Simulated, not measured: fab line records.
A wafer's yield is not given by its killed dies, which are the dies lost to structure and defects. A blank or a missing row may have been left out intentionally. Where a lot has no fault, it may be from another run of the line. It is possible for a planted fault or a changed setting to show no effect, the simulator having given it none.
A lot that was struck, set against a sound lot ; flow berkeley-cmos170 ; 13 out of 331 route steps
Sound: these wafers, L800.1, L800.2, L800.4. Wafers struck: L808.1, L808.3, L808.4. The cause comes at the end.
At each step with rows: each side's tool, then ch and its chambers, then its first start. Under that, the readings that differ: sound wafers ; struck wafers ; difference of the means ; sigmas: that difference in standard deviations of wafers without a fault.
alike: same words and numbers on both sides, and readings whose means sit less than 2 such deviations apart. not compared: any withheld reading, any reading some wafer has no value for, any bound like >300 that may hide the same value, and any number with overlapping values for which the record gives no deviation.
The two part at a step that has a row with sigmas, a row that says differs or no value, or rows on one side only. Numbers that have no deviation but don't overlap get no sigmas and don't part them. A reading that every wafer of one side lacks parts them only if that side has two wafers or more.

first, 2 steps without rows for these wafers: UCB170_NLDD_PEB_04; UCB170_NLDD_DEVELOP_05 (develop time 45 s).
UCB170_NLDD_CD_MEAS_06: target cd 1200 nm.
  sound on cd-sem-01 at day 6 07:13; struck on cd-sem-02 at day 9 00:40
  alike: cd-nm
UCB170_NLDD_OVL_MEAS_07:
  sound on overlay-01 at day 6 07:20; struck on overlay-02 at day 9 00:47
  alike: NLDD_OVL
then, 2 steps without rows for these wafers: UCB170_NLDD_IMPLANT_08; UCB170_NLDD_IMPLANT_09.
UCB170_NLDD_STRIP_10: strips in O2.
  sound on plasma-asher-04 ch 0,1, day 6 07:40; struck on plasma-asher-04 ch 0,1, day 9 01:07
  alike: drypump-motor-current-A, oes-product-au, strip-time-to-endpoint-s
  not compared: rf-hours-counter-h
UCB170_NLDD_TW_MEAS_11:
  sound on film-metro-01 at day 6 07:46; struck on film-metro-01 at day 9 01:13
  alike: NLDD_TW
then, 1 step without rows for these wafers: UCB170_NLDD_CLEAN_12 (cleans in SPM, time 600 s).
UCB170_SPACER_CVD_00: deposits SiO2 from TEOS/O2, target thk 376 nm, time 47 s.
  sound on pecvd-02 ch 1,2, day 6 08:06; struck on pecvd-03 ch 0,1,2, day 9 01:27
  alike: heater-power-w, rf-fwd-power-W
UCB170_SPACER_THK_MEAS_01:
  sound on film-metro-02 at day 6 08:09; struck on film-metro-02 at day 9 01:30
  alike: SPACER_TEOS_THK
then, 1 step without rows for these wafers: UCB170_SPACER_ANNEAL_02 (time 1800 s).
UCB170_SPACER_ETCHBACK_03: etches SiO2 in CHF3/CF4/Ar, stops on Si, target depth 376 nm, time 100 s.
  sound on rie-diel-04 ch 0,2,3, day 6 12:43; struck on rie-diel-04 ch 0,1,2, day 9 04:36
reading;sound;struck;difference;sigmas
oes-product-au (a.u.);0.910 0.892 0.888;1.005 0.991 0.999;+0.102;+6
rf-fwd-power-W (W);495.8 495.6 496.6;- - -;no value on the struck wafers;
run-length-s (s);128.9 128.6 128.1;88.2 88.5 88.4;-40.2;-85
model.etch.depth-nm (nm);373.7 377.7 374.5;261.2 258.6 260;-115.4;
  alike: drypump-motor-current-A, throttle-valve-pct
  not compared: rf-hours-counter-h

## WHERE THEY PART
Only at UCB170_SPACER_ETCHBACK_03, as far as this record shows.

WHY: the cause the simulator had injected
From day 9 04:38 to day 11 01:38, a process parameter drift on rie-diel-04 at UCB170_SPACER_ETCHBACK_03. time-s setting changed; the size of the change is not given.
